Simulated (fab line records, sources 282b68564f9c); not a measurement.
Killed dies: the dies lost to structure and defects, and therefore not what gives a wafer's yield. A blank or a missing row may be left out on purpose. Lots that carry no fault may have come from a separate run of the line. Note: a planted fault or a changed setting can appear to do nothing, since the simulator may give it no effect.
One fault through the eyes of 2 desks | flow rit cmos | each desk has only its own numbers; what lay behind them comes last

== METROLOGY DESK ==
What the gauges read for every lot (on any tool): the sampled wafers with a number, averaged. The brackets show how far a lot's mean lies from the usual mean; more than 4 standard deviations puts the lot out of limits, marked OUT.
Columns: A = NWELL_OVL at RIT_NWELL_OVL_MEAS_06, usual -0.6 nm; B = NWELL_RS at RIT_WELLDRIVE_RS_MEAS_01, usual 279.5 ohm/sq; C = PSD_TW at RIT_PSD_TW_MEAS_10, usual 3422; D = M1_AL_RS at RIT_M1_RS_MEAS_01, usual 0.0750 ohm/sq; E = M1_AL_THK at RIT_M1_THK_MEAS_02, usual 389 nm
lot  | first seen here | A    | B     | C    | D                | E
L162 | day 1 21:17     | -2.5 | 279.3 | 3416 | 0.0757           | 386
L164 | day 2 08:12     | -0.6 | 278.9 | 3409 | 0.0747           | 390
L165 | day 2 13:40     | -0.9 | 280.2 | 3424 | 0.0754           | 385
L166 | day 2 22:52     | 0.2  | 279.0 | 3405 | 0.0744           | 392
L167 | day 3 02:14     | -0.3 | 280.2 | 3409 | 0.0753           | 389
L168 | day 3 06:58     | -1.7 | 279.2 | 3408 | 0.0756           | 385
L169 | day 3 10:37     | -0.7 | 279.1 | 3429 | 0.0754           | 390
L170 | day 3 15:00     | -1.6 | 279.9 | 3435 | 0.0747           | 391
L171 | day 3 20:14     | -2.5 | 277.9 | 3424 | 0.0757           | 384
L173 | day 4 05:39     | -2.2 | 280.0 | 3431 | 0.0741           | 392
L174 | day 4 10:27     | -0.5 | 280.5 | 3426 | 0.0739           | 395
L180 | day 5 16:55     | -0.1 | 279.1 | 3438 | 0.0978 (+29) OUT | 329 (-14) OUT
L185 | day 6 18:20     | -0.9 | 279.9 | 3432 | 0.0763           | 381
Per this desk, out of limits: L180; the first was L180, day 7 03:41 (M1_AL_RS at RIT_M1_RS_MEAS_01). In limits: L162, L164, L165, L166, L167, L168, L169, L170, L171, L173, L174, L185.

== DESK OF THE TOOL OWNER: pvd sputter-01 ==
The tool's own readings at RIT_M1_SPUTTER_00 (material Al, target thk 400 nm, time 500 s): means of the sampled wafers that have a number, for each lot that ran on this tool. The brackets show how far a lot's mean lies from the usual mean; more than 4 standard deviations puts the lot out of limits, marked OUT.
Columns: A = substrate temp c at RIT_M1_SPUTTER_00, usual 25.00 C; B = throttle valve pct at RIT_M1_SPUTTER_00, usual 29.9 %
lot  | first seen here | A     | B
L165 | day 4 03:54     | 25.12 | 29.8
L167 | day 4 13:15     | 25.03 | 29.4
L169 | day 4 21:44     | 25.02 | 30.7
L171 | day 5 07:48     | 25.03 | 28.4
L173 | day 5 19:10     | 24.95 | 29.2
L180 | day 7 03:23     | 25.01 | 29.8
Finding of this desk: none of the 6 lots has anything out of limits.

== PUT TOGETHER ==
On L180, the metrology desk was in a position to raise an alarm at day 7 03:41.
The desk of the tool owner found nothing out of limits.
Tool owner's desk: L180 on record, inside its limits.
All the named lots went through RIT_M1_SPUTTER_00 on pvd sputter-01.

== WHAT THE SIMULATOR HAD INSERTED ==
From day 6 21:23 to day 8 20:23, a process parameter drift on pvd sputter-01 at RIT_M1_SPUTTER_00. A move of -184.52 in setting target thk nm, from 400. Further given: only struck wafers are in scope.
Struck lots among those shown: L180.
Delay in hours, fault start to first out-of-limits reading, per desk: metrology desk 6.
